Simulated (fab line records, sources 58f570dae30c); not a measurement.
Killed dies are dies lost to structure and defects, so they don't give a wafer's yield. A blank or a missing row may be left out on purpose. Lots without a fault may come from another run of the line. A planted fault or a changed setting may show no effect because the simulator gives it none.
Problem report in the 8D (eight disciplines) form, filled by code | flow berkeley_cmos170 | the parts of the form that need people (team, actions taken, sign-off) are left out

1. THE PROBLEM
strip_time_to_endpoint_s at UCB170_NVT_STRIP_08 reads a mean of 17.42 s on 9 wafers of 3 lots; wafers without a fault read 21.69 s with a standard deviation of 0.089. That is -48 standard deviations from the usual mean.
The step: strips in O2.
First seen on wafer L457.2, day 8 04:33, on plasma_asher-01. The record holds 45 wafers of 15 lots with a number at this step. Rule for "out", or "out of limits": more than 4 standard deviations from the usual mean. The other wafers with a number count as sound.

2. WHAT IT IS AND WHAT IT IS NOT
question                    | is                               | is not
which readings at this step | strip_time_to_endpoint_s         | drypump_motor_current_A, oes_product_au
which lots                  | L457, L459, L463                 | L449, L450, L452, L454, L455, L458, L464, L465, L468, L469, L471, L472
which wafers of those lots  | all that have a number           | -
read on which tools         | plasma_asher-01, plasma_asher-04 | plasma_asher-03
when                        | from day 8 04:33                 | up to then (18 sound wafers); but 18 sound wafers of L464, L465, L468, L469, L471, L472 came after

3. SUSPECTS, AND WHAT RULES EACH OUT
Counting: a tool at a process step up to the reading stays a suspect if it ran every lot that is out and no sound lot after the first of them.
- litho_track-03 at UCB170_NVT_COAT_01 (resist thk 900 nm): kept. It ran every lot that is out, first L457 (day 8 02:57), and no sound lot after that; its last sound lot up to then is L455 (day 7 20:38).
Left after counting: litho_track-03 at UCB170_NVT_COAT_01.

4. THE CAUSE (what the simulator had put in)
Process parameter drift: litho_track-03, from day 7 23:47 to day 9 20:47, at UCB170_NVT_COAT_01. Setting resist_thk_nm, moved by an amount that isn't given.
Counting left only this tool.

5. THE CHAIN OF EFFECTS, in route order
Each row: a reading whose mean over the struck wafers that have a number lies more than 3 standard deviations from the usual. Only readings for which the record gives a usual standard deviation are gone through. hours: the time from each lot's start at the first step in this table that gives one to its start at this step, as a median over the lots. sigmas: the change in usual standard deviations.
hours | step                | reading                  | usual   | on struck wafers | change | sigmas
0     | UCB170_NVT_STRIP_08 | strip_time_to_endpoint_s | 21.69 s | 17.42            | -4.27  | -48
The process steps in it:
- UCB170_NVT_STRIP_08: strips in O2.
Later measuring or inspecting steps at which every struck wafer that the step has a row for has a number for every such reading, and none has moved that far: UCB170_M3_CD_MEAS_90.

6. WHAT WOULD HAVE CAUGHT IT SOONER
In this record the first reading out of limits was taken at day 8 04:33, 5 hours after the fault began at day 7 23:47.
Of the tool readings at UCB170_NVT_COAT_01 for which the record gives a usual standard deviation, none was out on any struck wafer, so an alarm limit of 4 standard deviations on them would not have fired.
Of the lots that are out (3), L459, L463 began UCB170_NVT_COAT_01 on litho_track-03 after day 8 04:33. A hold on the tool at that time would have spared those 2.
